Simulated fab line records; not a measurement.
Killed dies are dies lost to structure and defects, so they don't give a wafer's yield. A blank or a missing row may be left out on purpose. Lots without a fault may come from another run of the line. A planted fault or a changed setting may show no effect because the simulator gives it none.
A single fault, viewed from 2 desks :: flow berkeleyCmos170 :: only its own numbers are on each desk; what lay behind them is given at the end

## AT THE METROLOGY DESK
What the gauges read for every lot (on any tool): the sampled wafers with a number, averaged. The brackets show how far a lot's mean lies from the usual mean; more than 4 standard deviations puts the lot out of limits, marked OUT.
Columns: A = SPACER_TEOS_THK at UCB170_SPACER_THK_MEAS_01, usual 375 nm
lot: L490
first seen here: day 6 02:47
A: 371

lot: L492
first seen here: day 6 15:40
A: 373

lot: L491
first seen here: day 6 15:54
A: 370

lot: L493
first seen here: day 7 01:29
A: 373

lot: L494
first seen here: day 7 02:14
A: 373

lot: L495
first seen here: day 7 02:27
A: 375

lot: L501
first seen here: day 8 14:17
A: 273 (-20) OUT

lot: L505
first seen here: day 9 04:52
A: 373

lot: L506
first seen here: day 9 18:47
A: 378

lot: L508
first seen here: day 10 02:26
A: 373

lot: L511
first seen here: day 10 11:18
A: 377

lot: L513
first seen here: day 10 11:18
A: 373

lot: L512
first seen here: day 10 11:51
A: 373
This desk reports L501 out of limits; the earliest was L501 at day 8 14:17 (SPACER_TEOS_THK at UCB170_SPACER_THK_MEAS_01). L490, L492, L491, L493, L494, L495, L505, L506, L508, L511, L513, L512 stayed within limits.

## DESK OF THE TOOL OWNER: pecvd-03
The tool's own readings at UCB170_SPACER_CVD_00 (deposits SiO2 from TEOS/O2, target thk 376 nm, time 47 s): means of the sampled wafers that have a number, for each lot that ran on this tool. The brackets show how far a lot's mean lies from the usual mean; more than 4 standard deviations puts the lot out of limits, marked OUT.
Columns: A = heaterPowerW at UCB170_SPACER_CVD_00, usual 276 W; B = runLengthS at UCB170_SPACER_CVD_00, usual 74.8 s
lot: L490
first seen here: day 6 02:44
A: 283
B: 74.3

lot: L492
first seen here: day 6 15:37
A: 303
B: 74.9

lot: L493
first seen here: day 7 01:26
A: 299
B: 74.9

lot: L495
first seen here: day 7 02:25
A: 267
B: 74.8

lot: L501
first seen here: day 8 14:15
A: 331
B: 62.9 (-22) OUT
This desk finds L501 out of limits, L501 being first, at day 8 14:15 (runLengthS at UCB170_SPACER_CVD_00). L490, L492, L493, L495 stayed within limits.

## TAKEN TOGETHER
On L501, at day 8 14:15, an alarm was possible from the tool owner's desk.
On L501, the metrology desk was in a position to raise an alarm at day 8 14:17.
The lots listed all ran UCB170_SPACER_CVD_00 on pecvd-03.

## WHAT THE SIMULATOR HAD PUT IN
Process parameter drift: pecvd-03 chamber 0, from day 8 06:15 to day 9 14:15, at UCB170_SPACER_CVD_00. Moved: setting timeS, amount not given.
Shown lots that were struck: L501.
Fault start to first reading out of limits, in hours, per desk: tool owner, 8; metrology, 8.
